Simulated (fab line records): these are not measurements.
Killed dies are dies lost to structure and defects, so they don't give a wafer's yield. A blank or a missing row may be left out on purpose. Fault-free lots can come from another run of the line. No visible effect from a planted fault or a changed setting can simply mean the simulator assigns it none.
Tool commonality check | flow berkeleyCmos170 | 48 wafers sampled across 14 lots

WHY IT WAS OPENED
UCB170_M2_RS_MEAS_02, reading M2_AL_RS: flagged on 2 of 14 lots. Wafers without a fault read 0.0321 ohm/sq, standard deviation 0.00033.
Rule: a lot is flagged in two cases, either no wafer of it has a number, or all its wafers with numbers fall more than 4 standard deviations from that mean. The other lots count as sound.

lot  | measured     | on           | M2_AL_RS (ohm/sq), wafer by wafer         | flag
L611 | day 7 22:16  | filmMetro-03 | 0.0325 0.0328 0.0324                      | 
L614 | day 8 07:20  | filmMetro-03 | 0.0321 0.0320 0.0321                      | 
L613 | day 8 08:42  | filmMetro-01 | 0.0321 0.0323 0.0323                      | 
L616 | day 9 02:19  | filmMetro-04 | 0.0319 0.0324 0.0319                      | 
L617 | day 9 03:38  | filmMetro-04 | 0.0321 0.0321 0.0327                      | 
L615 | day 9 03:52  | filmMetro-01 | 0.0317 0.0318 0.0317                      | 
L621 | day 9 14:43  | filmMetro-03 | 0.0323 0.0322 0.0324                      | 
L619 | day 9 15:15  | filmMetro-04 | 0.0329 0.0327 0.0326                      | 
L626 | day 10 20:01 | filmMetro-01 | 0.0318 0.0318 0.0320                      | 
L622 | day 11 01:15 | filmMetro-01 | 0.0319 0.0321 0.0320                      | 
L630 | day 11 17:43 | filmMetro-04 | 0.0304 0.0301 0.0300 0.0303 0.0301 0.0300 | FLAGGED
L631 | day 12 04:46 | filmMetro-04 | 0.0300 0.0301 0.0301 0.0300 0.0301 0.0302 | FLAGGED
L632 | day 12 05:57 | filmMetro-01 | 0.0320 0.0319 0.0318                      | 
L633 | day 12 07:16 | filmMetro-03 | 0.0322 0.0317 0.0319                      | 
The numbers of the flagged lots are 0.0301 ohm/sq on average: -0.0020 ohm/sq against the usual, or -6 standard deviations.

WHICH TOOL EACH LOT WENT THROUGH
3 process steps preceding the reading are held in the record, out of 331 steps in the route. Read each cell as the tool, then ch plus the chambers that the sampled wafers visited, then the start.
lot  | flag    | UCB170_M1_STRIP_13                  | UCB170_V1_CMP_02              | UCB170_M2_SPUTTER_01
L611 |         | plasmaAsher-01 ch 0,1, day 7 16:33  | cmp-02 ch 1,2, day 7 19:30    | pvdSputter-01, day 7 22:11
L614 |         | plasmaAsher-04 ch 0,1, day 8 03:13  | cmp-01 ch 1,2, day 8 04:59    | pvdSputter-03, day 8 07:16
L613 |         | plasmaAsher-03 ch 0,1, day 8 03:29  | cmp-02 ch 1,2, day 8 06:19    | pvdSputter-01, day 8 08:34
L616 |         | plasmaAsher-04 ch 0,1, day 8 22:11  | cmp-01 ch 2,3, day 9 00:00    | pvdSputter-02, day 9 02:12
L617 |         | plasmaAsher-03 ch 0,1, day 8 23:01  | cmp-02 ch 0,2,3, day 9 01:17  | pvdSputter-02, day 9 03:32
L615 |         | plasmaAsher-03 ch 0,1, day 8 23:26  | cmp-01 ch 1,2,3, day 9 01:20  | pvdSputter-02, day 9 03:46
L621 |         | plasmaAsher-04 ch 0,1, day 9 06:58  | cmp-02 ch 1,3, day 9 08:44    | pvdSputter-03, day 9 14:38
L619 |         | plasmaAsher-03 ch 1, day 9 07:28    | cmp-01 ch 1,2, day 9 10:04    | pvdSputter-02, day 9 15:10
L626 |         | plasmaAsher-04 ch 0,1, day 10 12:16 | cmp-02 ch 1,2,3, day 10 14:08 | pvdSputter-01, day 10 19:55
L622 |         | plasmaAsher-01 ch 0,1, day 10 15:14 | cmp-02 ch 0,2, day 10 20:57   | pvdSputter-02, day 11 01:08
L630 | FLAGGED | plasmaAsher-01 ch 0,1, day 11 13:02 | cmp-01 ch 0,2,3, day 11 15:20 | pvdSputter-02, day 11 17:38
L631 | FLAGGED | plasmaAsher-04 ch 0,1, day 12 00:16 | cmp-01 ch 1,2, day 12 02:05   | pvdSputter-02, day 12 04:40
L632 |         | plasmaAsher-01 ch 0,1, day 12 00:33 | cmp-02 ch 0,1,3, day 12 03:22 | pvdSputter-01, day 12 05:52
L633 |         | plasmaAsher-03 ch 0,1, day 12 02:12 | cmp-01 ch 0,1,3, day 12 04:43 | pvdSputter-03, day 12 07:11
These steps, and what they do:
- UCB170_M1_STRIP_13: strips in O2.
- UCB170_V1_CMP_02: polishes SiO2.
- UCB170_M2_SPUTTER_01: material Al, target thk 900 nm, time 120 s.
- UCB170_M2_RS_MEAS_02: measures by four-point-probe.

FLAGGED AGAINST TOTAL, ONE TOOL AT A TIME (gauges that did the reading follow at the end)
step                 | tool           | lots run | flagged | share of the flagged lots | sound lots run after its first flagged lot
UCB170_M1_STRIP_13   | plasmaAsher-01 | 4        | 1       | some                      | 1 (L632)
UCB170_M1_STRIP_13   | plasmaAsher-03 | 5        | 0       | none                      | -
UCB170_M1_STRIP_13   | plasmaAsher-04 | 5        | 1       | some                      | 0
UCB170_V1_CMP_02     | cmp-01         | 7        | 2       | all                       | 1 (L633)
UCB170_V1_CMP_02     | cmp-02         | 7        | 0       | none                      | -
UCB170_M2_SPUTTER_01 | pvdSputter-01  | 4        | 0       | none                      | -
UCB170_M2_SPUTTER_01 | pvdSputter-02  | 7        | 2       | all                       | 0
UCB170_M2_SPUTTER_01 | pvdSputter-03  | 3        | 0       | none                      | -
UCB170_M2_RS_MEAS_02 | filmMetro-01   | 5        | 0       | none                      | -
UCB170_M2_RS_MEAS_02 | filmMetro-03   | 4        | 0       | none                      | -
UCB170_M2_RS_MEAS_02 | filmMetro-04   | 5        | 2       | all                       | 0

WHAT IS ALLOWED BY THE TABLE
All flagged lots were run by 3 table rows, namely cmp-01 at UCB170_V1_CMP_02, pvdSputter-02 at UCB170_M2_SPUTTER_01, filmMetro-04 at UCB170_M2_RS_MEAS_02.
- cmp-01 at UCB170_V1_CMP_02: 2 of its 7 lots flagged. Sound lots ran on it after the first flagged one (L633), which a lasting fault on the whole tool wouldn't allow.
- pvdSputter-02 at UCB170_M2_SPUTTER_01: 2 of its 7 lots flagged. Last sound lot L622 at day 11 01:08, first flagged lot L630 at day 11 17:38; a fault beginning in between fits.
- filmMetro-04 at UCB170_M2_RS_MEAS_02: 2 of its 5 lots flagged. Last sound lot L619 at day 9 15:15, first flagged lot L630 at day 11 17:43; a fault beginning in between fits.
Because each of these 2 tools fits a fault that began at some hour, counting lots does not separate them. More lots, or a look at what each step does to the wafer, might.

WHAT THE SIMULATOR HAD INSERTED
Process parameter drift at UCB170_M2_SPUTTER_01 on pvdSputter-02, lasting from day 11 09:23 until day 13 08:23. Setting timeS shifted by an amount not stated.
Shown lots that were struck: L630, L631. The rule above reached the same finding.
